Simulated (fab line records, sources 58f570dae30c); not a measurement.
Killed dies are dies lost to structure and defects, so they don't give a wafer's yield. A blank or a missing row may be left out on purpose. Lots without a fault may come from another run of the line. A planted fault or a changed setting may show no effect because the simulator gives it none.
Problem report in the 8D (eight disciplines) form, filled by code | flow berkeley_cmos170 | the parts of the form that need people (team, actions taken, sign-off) are left out

1. THE PROBLEM
strip_time_to_endpoint_s at UCB170_ACTIVE_STRIP_16 reads a mean of 17.57 s on 1 wafer of 1 lot; wafers without a fault read 18.12 s with a standard deviation of 0.091. That is -6.0 standard deviations from the usual mean.
The step: strips in O2.
First seen on wafer L238.5, day 5 18:26, on plasma_asher-01. The record holds 39 wafers of 13 lots with a number at this step. Rule for "out", or "out of limits": more than 4 standard deviations from the usual mean. The other wafers with a number count as sound.

2. WHAT IT IS AND WHAT IT IS NOT
question                    | is                       | is not
which readings at this step | strip_time_to_endpoint_s | drypump_motor_current_A
which lots                  | L238                     | L230, L231, L232, L233, L234, L235, L236, L237, L240, L249, L251, L253
which wafers of those lots  | L238.5                   | L238.2, L238.6
read on which tools         | plasma_asher-01          | plasma_asher-02, plasma_asher-04
when                        | from day 5 18:26         | up to then (26 sound wafers); but 12 sound wafers of L240, L249, L251, L253 came after

3. SUSPECTS, AND WHAT RULES EACH OUT
Counting: a tool at a process step up to the reading stays a suspect if it ran every lot that is out. Sound lots after the first of them don't rule it out here, since some wafers of a struck lot are sound.
- plasma_asher-01 at UCB170_ACTIVE_STRIP_16 (strips in O2): kept. It ran the lot that is out, L238 (day 5 18:26); its last sound lot up to then is L237 (day 5 18:11). Its own readings are out on those wafers: strip_time_to_endpoint_s.
- Within plasma_asher-01 at UCB170_ACTIVE_STRIP_16: the wafers that are out ran in chamber 1; their sound lot-mates ran in chamber 0.
Left after counting: plasma_asher-01 at UCB170_ACTIVE_STRIP_16.

4. THE CAUSE (what the simulator had put in)
Process parameter drift: plasma_asher-01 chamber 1, from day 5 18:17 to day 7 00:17, at UCB170_ACTIVE_STRIP_16. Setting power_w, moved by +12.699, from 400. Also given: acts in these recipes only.
Counting left only this tool.

5. THE CHAIN OF EFFECTS, in route order
Each row: a reading whose mean over the struck wafers that have a number lies more than 3 standard deviations from the usual. Only readings for which the record gives a usual standard deviation are gone through. hours: the time from each lot's start at the first step in this table that gives one to its start at this step, as a median over the lots. sigmas: the change in usual standard deviations.
hours | step                   | reading                  | usual      | on struck wafers | change | sigmas
0     | UCB170_ACTIVE_STRIP_16 | oes_product_au           | 0.721 a.u. | 0.735            | +0.014 | +3.1
0     | UCB170_ACTIVE_STRIP_16 | strip_time_to_endpoint_s | 18.12 s    | 17.57            | -0.55  | -6.0
The process steps in it:
- UCB170_ACTIVE_STRIP_16: strips in O2.
Later measuring or inspecting steps at which every struck wafer that the step has a row for has a number for every such reading, and none has moved that far: UCB170_V2_BOW_MEAS_03.

6. WHAT WOULD HAVE CAUGHT IT SOONER
In this record the first reading out of limits was taken at day 5 18:26, 0 hours after the fault began at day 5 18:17.
